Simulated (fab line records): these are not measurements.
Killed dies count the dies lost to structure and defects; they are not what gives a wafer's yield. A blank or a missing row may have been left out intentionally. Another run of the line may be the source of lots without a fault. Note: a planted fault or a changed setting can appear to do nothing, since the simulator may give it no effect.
Split-lot experiment    flow rit_cmos    23 wafers read from 5 lots, route of 202 steps

== SPLIT DETAILS ==
At RIT_GATE_COAT_11 (resist thk 850 nm), the setting resist_thk_nm was moved away from the recipe's 850 nm on 7 of the 23 wafers read, by -3.3% to +5.1%. All remaining wafers had this setting at the recipe value.

The reading comes from the split's own step.

== THE READING ==
NOVOLAK_of_GATE_COAT_11.thk_nm (the simulator's own value, which no gauge read), in nm, at RIT_GATE_COAT_11 (resist thk 850 nm). No usual value for it is given in the file. Across the 16 wafers here that went through the recipe, the average is 851.7 nm and the standard deviation 2.1 nm.

wafer   tool, chamber at the split  resist_thk_nm as run, nm  against the recipe  NOVOLAK_of_GATE_COAT_11.thk_nm, nm  against lot-mates on the recipe
L075.1  litho_track-01, 0           850                       recipe              849.9                               -
L075.2  litho_track-01, 0           850                       recipe              850.7                               -
L075.3  litho_track-01, 0           893.3                     +5.1%               894.9                               +45.2
L075.4  litho_track-01, 0           850                       recipe              848.4                               -
L075.6  litho_track-01, 0           893.3                     +5.1%               894.7                               +45.0
L076.2  litho_track-02, 0           850                       recipe              855.1                               -
L076.3  litho_track-02, 0           850                       recipe              852.8                               -
L076.4  litho_track-02, 0           850                       recipe              854.7                               -
L076.5  litho_track-02, 0           850                       recipe              854.9                               -
L076.6  litho_track-02, 0           850                       recipe              853.1                               -
L079.2  litho_track-02, 0           822.2                     -3.3%               823.2                               -26.2
L079.3  litho_track-02, 0           850                       recipe              849.7                               -
L079.4  litho_track-02, 0           850                       recipe              848.1                               -
L079.5  litho_track-02, 0           850                       recipe              850.4                               -
L079.6  litho_track-02, 0           822.2                     -3.3%               821.9                               -27.5
L080.2  litho_track-01, 0           868.2                     +2.1%               870.7                               +19.0
L080.3  litho_track-01, 0           868.2                     +2.1%               869                                 +17.2
L080.4  litho_track-01, 0           850                       recipe              852.8                               -
L080.5  litho_track-01, 0           850                       recipe              850.7                               -
L080.6  litho_track-01, 0           868.2                     +2.1%               866.7                               +15.0
L085.2  litho_track-01, 0           850                       recipe              853.1                               -
L085.3  litho_track-01, 0           850                       recipe              851.8                               -
L085.4  litho_track-01, 0           850                       recipe              850.8                               -

FIT RESULTS
A straight line over all 23 wafers: NOVOLAK_of_GATE_COAT_11.thk_nm changes by +8.53 nm for each +1% of resist_thk_nm; r = +0.99; the points scatter about the line by 2 nm.
The same after taking each lot's own level away (the mean of its wafers on the recipe; 23 wafers): +8.55 nm for each +1%; r = +1.00; scatter 1.3 nm.
According to that fit, moving resist_thk_nm by its largest amount changes the reading by 44 nm.
The lots' own levels span 849.40 to 854.12 nm, that is 2.2 times the standard deviation above.
The two slopes are in agreement: the lot-to-lot level therefore moves the slope only a little.
Check: for one of the wafers moved furthest among these (+5.1%), held out of the fit, the line's prediction against its lot-mates is +42.9 nm. Against them it came out at +45.2 nm.

== THE OTHER SPLITS THESE WAFERS WENT THROUGH ==
Note: prior to the reading, these wafers also went through further splits. Each is held against what the fit with the lots' levels taken away leaves over:
other split on the same wafers    wafers away from the commonest value  r with NOVOLAK_of_GATE_COAT_11.thk_nm (lot level and that fit taken away)
RIT_ACTIVE_COAT_06 resist_thk_nm  11                                    -0.33
RIT_ACTIVE_ETCH_13 rf_w           4                                     +0.06
RIT_NWELL_COAT_01 resist_thk_nm   10                                    -0.11
RIT_NRETRO_SOFTBAKE_02 temp_c     10                                    -0.19
RIT_PRETRO_COAT_01 resist_thk_nm  7                                     -0.02
RIT_GATE_OXIDATION_05 ox_time_s   18                                    -0.06

== THE FILE'S OWN FIT ==
NOVOLAK_of_GATE_COAT_11.thk_nm changes by +8.6 nm for each +1% of resist_thk_nm, r = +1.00.
